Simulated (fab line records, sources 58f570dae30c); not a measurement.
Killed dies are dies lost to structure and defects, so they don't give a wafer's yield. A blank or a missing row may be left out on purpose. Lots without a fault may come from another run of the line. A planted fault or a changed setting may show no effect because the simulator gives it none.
Tool commonality check | flow berkeley_cmos170 | 14 lots, 42 wafers sampled

WHY IT WAS OPENED
At UCB170_GATE_THK_MEAS_02 the reading GATE_OXIDE_THK is flagged on 2 of 14 lots. Wafers without a fault read 6.58 nm, standard deviation 0.13.
Rule: a lot is flagged when every wafer of it that has a number lies more than 4 standard deviations from that mean, or none has a number. The other lots count as sound.

lot  | measured     | on            | GATE_OXIDE_THK (nm), wafer by wafer | flag
L753 | day 6 12:16  | film_metro-01 | 6.72 6.49 6.57                      |
L754 | day 7 11:47  | film_metro-03 | 6.57 6.67 6.54                      |
L755 | day 7 11:47  | film_metro-02 | 6.28 6.36 6.44                      |
L756 | day 7 20:55  | film_metro-02 | 6.55 6.77 6.54                      |
L758 | day 7 20:55  | film_metro-01 | 6.49 6.66 6.50                      |
L757 | day 7 20:56  | film_metro-03 | 6.57 6.62 6.70                      |
L760 | day 8 15:52  | film_metro-02 | 5.39 5.50 5.25                      | FLAGGED
L759 | day 8 15:53  | film_metro-03 | 5.41 5.15 5.35                      | FLAGGED
L762 | day 9 14:26  | film_metro-01 | 6.49 6.73 6.69                      |
L768 | day 9 14:27  | film_metro-03 | 6.66 6.62 6.66                      |
L772 | day 10 18:58 | film_metro-01 | 6.58 6.58 6.56                      |
L775 | day 11 15:22 | film_metro-01 | 6.54 6.39 6.50                      |
L776 | day 11 15:27 | film_metro-02 | 6.44 6.40 6.50                      |
L774 | day 11 15:27 | film_metro-01 | 6.59 6.64 6.54                      |
The numbers of the flagged lots are 5.34 nm on average: -1.24 nm against the usual, or -10 standard deviations.

WHICH TOOL RAN EACH LOT
The record holds 1 process step before the reading, out of a route of 331 steps. In each cell: the tool, then ch and the chambers that the sampled wafers went through, then the start.
lot  | flag    | UCB170_GATE_OXIDATION_01
L753 |         | furnace-01 ch 0, day 6 10:45
L754 |         | furnace-01 ch 0, day 7 10:16
L755 |         | furnace-01 ch 0, day 7 10:16
L756 |         | furnace-02 ch 0, day 7 19:25
L758 |         | furnace-02 ch 0, day 7 19:25
L757 |         | furnace-02 ch 0, day 7 19:25
L760 | FLAGGED | furnace-02 ch 0, day 8 14:22
L759 | FLAGGED | furnace-02 ch 0, day 8 14:22
L762 |         | furnace-01 ch 0, day 9 12:49
L768 |         | furnace-01 ch 0, day 9 12:49
L772 |         | furnace-01 ch 0, day 10 17:27
L775 |         | furnace-02 ch 0, day 11 13:52
L776 |         | furnace-02 ch 0, day 11 13:52
L774 |         | furnace-02 ch 0, day 11 13:52
What these steps do:
- UCB170_GATE_OXIDATION_01: target thk 6.6 nm, ox time 1800 s.
- UCB170_GATE_THK_MEAS_02

FLAGGED OVER TOTAL, TOOL BY TOOL (the gauges that took the reading come last)
step                     | tool          | lots run | flagged | share of the flagged lots | sound lots run after its first flagged lot
UCB170_GATE_OXIDATION_01 | furnace-01    | 6        | 0       | none                      | -
UCB170_GATE_OXIDATION_01 | furnace-02    | 8        | 2       | all                       | 3 (L774,L775,L776)
UCB170_GATE_THK_MEAS_02  | film_metro-01 | 6        | 0       | none                      | -
UCB170_GATE_THK_MEAS_02  | film_metro-02 | 4        | 1       | some                      | 1 (L776)
UCB170_GATE_THK_MEAS_02  | film_metro-03 | 4        | 1       | some                      | 1 (L768)

WHAT THE TABLE ALLOWS
1 row of the table ran every flagged lot: furnace-02 at UCB170_GATE_OXIDATION_01.
- furnace-02 at UCB170_GATE_OXIDATION_01: 2 of its 8 lots flagged. Sound lots ran on it after the first flagged one (L774, L775, L776), which a lasting fault on the whole tool wouldn't allow. Its own readings lie more than 4 standard deviations out on every wafer of the flagged lots: spike_tc_centre_C, spike_tc_load_C, spike_tc_source_C, tube_center_temp_C, tube_center_temp_C_max.
No row of the table ran every flagged lot and no sound lot after the first.

WHAT THE SIMULATOR HAD PUT IN
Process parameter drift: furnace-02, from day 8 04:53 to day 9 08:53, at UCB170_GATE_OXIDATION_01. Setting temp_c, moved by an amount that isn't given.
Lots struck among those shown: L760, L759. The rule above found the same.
